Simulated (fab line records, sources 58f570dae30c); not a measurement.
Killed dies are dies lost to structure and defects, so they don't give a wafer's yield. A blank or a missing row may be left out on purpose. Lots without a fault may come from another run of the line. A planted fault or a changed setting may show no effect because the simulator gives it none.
Which tool did it? | flow berkeley_cmos170 | 14 lots, 42 wafers sampled, at 6 steps of a route of 331

WHAT THE GAUGES READ, wafer by wafer
UCB170_NVT_OVL_MEAS_06. Usual: NVT_OVL -4 nm, standard deviation 5.1.
lot  | measured    | on         | NVT_OVL (nm) | flag
L671 | day 5 07:50 | overlay-02 | 2 -7 2       |
L673 | day 6 02:49 | overlay-02 | -3 7 0       |
L674 | day 6 13:06 | overlay-01 | -7 0 -10     |
L675 | day 6 13:15 | overlay-02 | -3 -5 -4     |
L677 | day 6 17:13 | overlay-01 | -6 -11 -7    |
L676 | day 6 17:16 | overlay-02 | -6 7 -1      |
L679 | day 7 00:22 | overlay-02 | -7 -4 -12    |
L683 | day 7 00:38 | overlay-01 | 2 -10 3      |
L678 | day 7 00:50 | overlay-02 | -5 -3 -7     |
L682 | day 7 19:58 | overlay-02 | -7 -9 -8     |
L685 | day 8 17:18 | overlay-02 | -4 -6 -4     |
L690 | day 9 09:10 | overlay-02 | -10 -4 -4    |
L694 | day 9 19:31 | overlay-02 | -7 -6 1      |
L693 | day 9 21:56 | overlay-02 | 2 7 -6       |

UCB170_PLDD_TW_MEAS_11. Usual: PLDD_TW 1017, standard deviation 8.6.
lot  | measured     | on            | PLDD_TW        | flag
L671 | day 6 00:17  | film_metro-01 | 1011 1017 1015 |
L673 | day 6 20:20  | film_metro-01 | 1019 1021 1012 |
L674 | day 7 07:19  | film_metro-04 | 1006 1009 1011 |
L675 | day 7 06:44  | film_metro-04 | 1007 1009 1010 |
L677 | day 7 07:51  | film_metro-04 | 1005 1008 1008 |
L676 | day 7 07:01  | film_metro-03 | 1025 1028 1033 |
L679 | day 7 19:43  | film_metro-04 | 1004 1002 1006 |
L683 | day 7 18:16  | film_metro-01 | 1024 1020 1021 |
L678 | day 7 19:52  | film_metro-03 | 1028 1028 1030 |
L682 | day 8 12:35  | film_metro-03 | 946 951 952    | OFF
L685 | day 9 13:05  | film_metro-04 | 943 941 937    | OFF
L690 | day 10 01:56 | film_metro-03 | 1024 1030 1033 |
L694 | day 10 12:17 | film_metro-04 | 1007 1010 1010 |
L693 | day 10 12:02 | film_metro-03 | 1028 1026 1031 |

UCB170_PSD_CD_MEAS_06: target cd 1200 nm. Usual: cd_nm 1200.2 nm, standard deviation 1.9.
lot  | measured     | on        | cd_nm (nm)           | flag
L671 | day 6 11:11  | cd_sem-02 | 1198.8 1198.3 1198.8 |
L673 | day 7 05:25  | cd_sem-01 | 1197.7 1196.3 1199.1 |
L674 | day 7 15:03  | cd_sem-01 | 1199.2 1198.9 1197.6 |
L675 | day 7 14:45  | cd_sem-02 | 1198.3 1199.7 1201.0 |
L677 | day 7 15:34  | cd_sem-01 | 1200.6 1200.8 1200.4 |
L676 | day 7 15:28  | cd_sem-02 | 1199.1 1197.4 1199.4 |
L679 | day 8 03:43  | cd_sem-02 | 1203.1 1203.9 1204.3 |
L683 | day 8 03:59  | cd_sem-01 | 1199.5 1199.0 1200.0 |
L678 | day 8 04:31  | cd_sem-02 | 1201.5 1201.8 1201.1 |
L682 | day 8 22:32  | cd_sem-02 | 1199.9 1200.0 1200.1 |
L685 | day 9 19:13  | cd_sem-02 | 1200.0 1200.4 1201.1 |
L690 | day 10 09:59 | cd_sem-02 | 1203.8 1201.0 1202.9 |
L694 | day 10 19:32 | cd_sem-02 | 1198.0 1197.1 1197.8 |
L693 | day 10 18:57 | cd_sem-01 | 1205.7 1204.3 1202.3 |

UCB170_PSD_TW_MEAS_10. Usual: PSD_TW 2351, standard deviation 21.
lot  | measured     | on            | PSD_TW         | flag
L671 | day 6 11:35  | film_metro-03 | 2382 2375 2369 |
L673 | day 7 05:49  | film_metro-03 | 2366 2370 2366 |
L674 | day 7 15:27  | film_metro-01 | 2345 2331 2344 |
L675 | day 7 15:09  | film_metro-03 | 2378 2369 2361 |
L677 | day 7 15:58  | film_metro-01 | 2346 2361 2350 |
L676 | day 7 15:53  | film_metro-04 | 2314 2301 2317 |
L679 | day 8 04:07  | film_metro-03 | 2363 2346 2365 |
L683 | day 8 04:23  | film_metro-04 | 2342 2328 2342 |
L678 | day 8 04:56  | film_metro-04 | 2329 2323 2342 |
L682 | day 8 22:57  | film_metro-03 | 2363 2368 2356 |
L685 | day 9 19:37  | film_metro-01 | 2349 2347 2359 |
L690 | day 10 10:23 | film_metro-03 | 2365 2368 2365 |
L694 | day 10 19:55 | film_metro-04 | 2342 2330 2319 |
L693 | day 10 19:22 | film_metro-03 | 2387 2374 2375 |

UCB170_SDANNEAL_RS_MEAS_04: measures by four-point-probe. Usual: PLDD_RS 1031.7 ohm/sq, standard deviation 2.8.
lot  | measured     | on            | PLDD_RS (ohm/sq)     | flag
L671 | day 6 15:02  | film_metro-04 | 1029.7 1028.6 1031.2 |
L673 | day 7 09:46  | film_metro-04 | 1033.5 1030.7 1034.1 |
L674 | day 7 22:43  | film_metro-03 | 1029.7 1031.2 1032.9 |
L675 | day 7 21:48  | film_metro-03 | 1029.2 1030.2 1028.3 |
L677 | day 7 22:13  | film_metro-04 | 1036.0 1036.7 1032.5 |
L676 | day 7 22:40  | film_metro-01 | 1029.1 1025.4 1024.9 |
L679 | day 8 07:26  | film_metro-04 | 1034.1 1034.4 1031.2 |
L683 | day 8 07:47  | film_metro-01 | 1030.6 1031.6 1029.8 |
L678 | day 8 08:19  | film_metro-04 | 1030.9 1034.9 1028.5 |
L682 | day 9 03:37  | film_metro-03 | 1244.0 1241.3 1241.0 | OFF
L685 | day 10 00:51 | film_metro-03 | 1238.5 1242.6 1242.6 | OFF
L690 | day 10 16:55 | film_metro-03 | 1033.2 1029.6 1034.0 |
L694 | day 11 00:26 | film_metro-04 | 1033.2 1031.2 1032.5 |
L693 | day 10 23:25 | film_metro-04 | 1032.1 1033.1 1035.2 |

WHICH TOOL RAN EACH LOT (tool, then ch and the chambers of the sampled wafers, then the start)
lot  | UCB170_PLDD_IMPLANT_08
L671 | implanter-03 ch 0, day 5 23:53
L673 | implanter-03 ch 0, day 6 19:57
L674 | implanter-03 ch 0, day 7 06:56
L675 | implanter-01 ch 0, day 7 06:20
L677 | implanter-01 ch 0, day 7 07:27
L676 | implanter-04 ch 0, day 7 06:37
L679 | implanter-04 ch 0, day 7 19:19
L683 | implanter-04 ch 0, day 7 17:52
L678 | implanter-03 ch 0, day 7 19:28
L682 | implanter-04 ch 0, day 8 12:11
L685 | implanter-04 ch 0, day 9 12:41
L690 | implanter-01 ch 0, day 10 01:32
L694 | implanter-01 ch 0, day 10 11:55
L693 | implanter-03 ch 0, day 10 11:38
- UCB170_PLDD_IMPLANT_08

WHAT THE TOOLS THEMSELVES READ (means of the sampled wafers that have a number; where no wafer has one, the mark that the record gives instead)
UCB170_PLDD_IMPLANT_08. Usual: dose_ions_cm2 5.001e+13, standard deviation 5.2e+10; end_station_pressure_torr 5.16e-06 Torr, standard deviation 2.5e-07; faraday_current_uA 157, standard deviation 4.3.
lot  | tool         | dose_ions_cm2 | end_station_pressure_torr (Torr) | faraday_current_uA | flag
L671 | implanter-03 | 5.001e+13     | 5.32e-06                         | 162                |
L673 | implanter-03 | 4.995e+13     | 5.36e-06                         | 156                |
L674 | implanter-03 | 4.998e+13     | 5.11e-06                         | 160                |
L675 | implanter-01 | 5.003e+13     | 5.07e-06                         | 151                |
L677 | implanter-01 | 4.992e+13     | 5.17e-06                         | 157                |
L676 | implanter-04 | 4.999e+13     | 5.21e-06                         | 159                |
L679 | implanter-04 | 5.004e+13     | 5.02e-06                         | 154                |
L683 | implanter-04 | 5.003e+13     | 5.30e-06                         | 158                |
L678 | implanter-03 | 5.002e+13     | 5.26e-06                         | 157                |
L682 | implanter-04 | 2.898e+13     | 5.22e-06                         | 93                 | OFF
L685 | implanter-04 | 2.902e+13     | 5.26e-06                         | 92                 | OFF
L690 | implanter-01 | 5.002e+13     | 5.03e-06                         | 154                |
L694 | implanter-01 | 5.008e+13     | 5.17e-06                         | 152                |
L693 | implanter-03 | 5.003e+13     | 5.15e-06                         | 157                |

THE ANSWER, worked out from the rows above alone
Rule: a lot is off if the mean of its wafers that have a number lies more than 3 standard deviations from the usual mean. A lot without any number at a reading at which 4 lots or more have one is off too. The other lots that the step has rows for count as sound. The gauges are gone through in route order, then the tools' own readings, and for those a lot's mean is taken as printed above. The first step at which some lot is off is used, and at that step the reading that is off furthest; a lot without a number counts as furthest.
Off: L682, L685, at UCB170_PLDD_TW_MEAS_11 (PLDD_TW).
A tool fits if, at a process step before that reading, it ran every lot that is off, and no sound lot after the first of them. The gauges at UCB170_PLDD_TW_MEAS_11 aren't tried: what is off there is off at UCB170_PLDD_IMPLANT_08 too, on other tools, and a gauge's error can't cause that. One fits: implanter-04 at UCB170_PLDD_IMPLANT_08. Its last sound lot is L679 (day 7 19:19), its first lot that is off L682 (day 8 12:11): a fault that began between those two fits.
The tool's own readings at UCB170_PLDD_IMPLANT_08 bear it out: on the lots that are off they differ by more than 5 times the standard deviation of the sound lots' means. dose_ions_cm2 reads 2.900e+13 there against 5.001e+13 on the sound lots; faraday_current_uA reads 92 there against 156 on the sound lots.

WHAT THE SIMULATOR HAD PUT IN
Process parameter drift: implanter-04, from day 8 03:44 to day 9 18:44, at UCB170_PLDD_IMPLANT_08. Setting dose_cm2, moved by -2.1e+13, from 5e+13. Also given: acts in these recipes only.
Lots struck among those shown: L682, L685. The rule above found the same.
